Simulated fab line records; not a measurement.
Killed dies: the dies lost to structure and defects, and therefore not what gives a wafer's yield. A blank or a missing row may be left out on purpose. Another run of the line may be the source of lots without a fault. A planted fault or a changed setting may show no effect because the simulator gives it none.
A lot that was struck, set against a sound lot | flow rit-cmos | 35 out of 202 route steps
Sound: these wafers, L623.3, L623.4, L623.6. Struck: wafer L634.2 (L634.3, L634.6, from the same lot, were not struck and are left out); the cause is given at the end.
Order at every step that has rows: each side's tool, ch and its chambers, its first start. Under that, the readings that differ: sound wafers | struck wafers | difference of the means | sigmas: that difference in standard deviations of wafers without a fault.
alike: words and numbers the same on both sides, and readings whose means are apart by under 2 such deviations; not compared: readings that were withheld, readings missing a value for some wafer, numbers with overlapping values and no deviation given by the record, and bounds like >300 which may hide the same value.
The two part at a step that has a row with sigmas, a row that says differs or no value, or rows on one side only. When numbers do not overlap yet have no deviation, they are printed without sigmas and do not part them. A reading that every wafer of one side lacks parts them only if that side has two wafers or more.

RIT_CONTACT_CVD_00: deposits SiO2 from TEOS, target thk 400 nm, time 61 s.
  sound on pecvd-04 ch 0,1, day 4 00:14; struck on pecvd-02 ch 2, day 6 05:17
  alike: heater-power-w
RIT_CONTACT_THK_MEAS_01:
  sound: film-metro-04 at day 4 00:19; struck: film-metro-03 at day 6 05:20
  reading               | sound       | struck | difference | sigmas
  CONTACT_TEOS_THK (nm) | 408 406 413 | 393    | -16        | -3
then, 6 steps without rows for these wafers: RIT_CONTACT_HMDS_02 (prime time 60 s); RIT_CONTACT_COAT_03 (resist thk 1000 nm); RIT_CONTACT_SOFTBAKE_04 (time 60 s); RIT_CONTACT_EXPOSE_05 (exposes mask M11, target cd 1000 nm); RIT_CONTACT_PEB_06; RIT_CONTACT_DEVELOP_07 (develop time 120 s).
RIT_CONTACT_CD_MEAS_08: target cd 1000 nm.
  sound: cd-sem-01 at day 4 01:29; struck: cd-sem-02 at day 6 06:30
  alike: cd-nm
RIT_CONTACT_OVL_MEAS_09:
  sound: overlay-01 at day 4 01:34; struck: overlay-02 at day 6 06:36
  alike: CONTACT_OVL
then, 1 step without rows for these wafers: RIT_CONTACT_HARDBAKE_10 (time 60 s).
RIT_CONTACT_ETCH_11: etches SiO2 in CHF3/CF4/Ar, stops on TiSi2, target depth 480 nm, time 320 s.
  sound on rie-diel-02 ch 2,3, day 4 01:45; struck on rie-diel-02 ch 0, day 6 06:52
  alike: drypump-motor-current-A, oes-product-au, throttle-valve-pct
  not compared: rf-hours-counter-h
RIT_CONTACT_STRIP_12: strips in O2, time 180 s.
  sound on plasma-asher-03 ch 0,1, day 4 02:00; struck on plasma-asher-03 ch 0, day 6 07:03
  reading                | sound          | struck | difference                   | sigmas
  o2-flow-sccm (sccm)    | 4000 3993 3999 | 4025   | +28                          | +3
  rf-hours-counter-h (h) | - - -          | 50     | no value on the sound wafers |
  alike: drypump-motor-current-A
RIT_CONTACT_CD_MEAS_90: target cd 1000 nm.
  sound: cd-sem-02 at day 4 02:10; struck: cd-sem-02 at day 6 07:15
  alike: cd-nm
then, 2 steps without rows for these wafers: RIT_CONTACT_CLEAN_13 (cleans in SC1, time 600 s); RIT_CONTACT_CLEAN_14 (cleans in SC2, time 600 s).
RIT_M1_SPUTTER_00: material Al, target thk 400 nm, time 500 s.
  sound: pvd-sputter-03 at day 4 02:35; struck: pvd-sputter-02 at day 6 07:42
  alike: substrate-temp-c, throttle-valve-pct
RIT_M1_RS_MEAS_01: the measuring method here is four-point-probe.
  sound: film-metro-02 at day 4 02:55; struck: film-metro-01 at day 6 08:01
  alike: M1_AL_RS
RIT_M1_THK_MEAS_02: measures by xrf.
  sound: film-metro-02 at day 4 03:01; struck: film-metro-01 at day 6 08:07
  reading        | sound       | struck | difference | sigmas
  M1_AL_THK (nm) | 393 385 392 | 405    | +15        | +2
then, 6 steps without rows for these wafers: RIT_M1_HMDS_03 (prime time 60 s); RIT_M1_COAT_04 (resist thk 1312 nm); RIT_M1_SOFTBAKE_05 (time 60 s); RIT_M1_EXPOSE_06 (exposes mask M12, target cd 2600 nm); RIT_M1_PEB_07; RIT_M1_DEVELOP_08 (develop time 68 s).
RIT_M1_CD_MEAS_09: target cd 2600 nm.
  sound: cd-sem-01 at day 4 04:07; struck: cd-sem-02 at day 6 09:04
  alike: cd-nm
RIT_M1_OVL_MEAS_10:
  sound: overlay-02 at day 4 04:12; struck: overlay-02 at day 6 09:11
  alike: M1_OVL
then, 1 step without rows for these wafers: RIT_M1_HARDBAKE_11 (time 120 s).
RIT_M1_METAL_ETCH_12: etches Al in Cl2/BCl3, stops on SiO2, time 165 s, target depth 600 nm.
  sound on rie-metal-04 ch 0,1, day 4 04:46; struck on rie-metal-02 ch 1, day 6 09:28
  reading                     | sound          | struck | difference                   | sigmas
  drypump-motor-current-A (A) | 5.98 5.91 5.90 | 5.31   | -0.62                        | -2
  rf-hours-counter-h (h)      | - - -          | 5.0    | no value on the sound wafers |
  alike: oes-product-au, throttle-valve-pct
then, 1 step without rows for these wafers: RIT_M1_STRIP_13 (strips in nmp, time 600 s).
RIT_M1_STRIP_14: strips in O2, time 173.7 s.
  sound on plasma-asher-04 ch 0,1, day 4 05:06; struck on plasma-asher-02 ch 0, day 6 09:48
  reading                | sound | struck | difference                   | sigmas
  rf-hours-counter-h (h) | - - - | 50     | no value on the sound wafers |
  alike: drypump-motor-current-A, o2-flow-sccm
RIT_M1_CD_MEAS_90: target cd 2600 nm.
  sound: cd-sem-01 at day 4 05:15; struck: cd-sem-02 at day 6 09:59
  alike: cd-nm
then, 1 step without rows for these wafers: RIT_M1_ANNEAL_15 (time 1800 s).
RIT_M1_BOW_MEAS_16:
  sound: film-metro-03 at day 4 06:52; struck: film-metro-03 at day 6 11:37
  alike: M1_BOW
RIT_M1_PROBE_99:
  sound: prober-01 at day 4 07:03; struck: prober-02 at day 6 11:46
  reading             | sound | struck | difference | sigmas
  killed_at_M0_to_M3  | 0 1 0 | 0      | +0         | -2
  killed-at-contacts  | 0 0 0 | 33     | +33        | +99 or more
  killed-at-front-end | 8 8 8 | 2      | -6         | -2
  killed-dies         | 8 9 8 | 35     | +27        | +9
  alike: killed-open, killed-short

WHERE THEY PART
First at RIT_CONTACT_THK_MEAS_01; last, within this record, at RIT_M1_PROBE_99.

WHY: what had been put in by the simulator
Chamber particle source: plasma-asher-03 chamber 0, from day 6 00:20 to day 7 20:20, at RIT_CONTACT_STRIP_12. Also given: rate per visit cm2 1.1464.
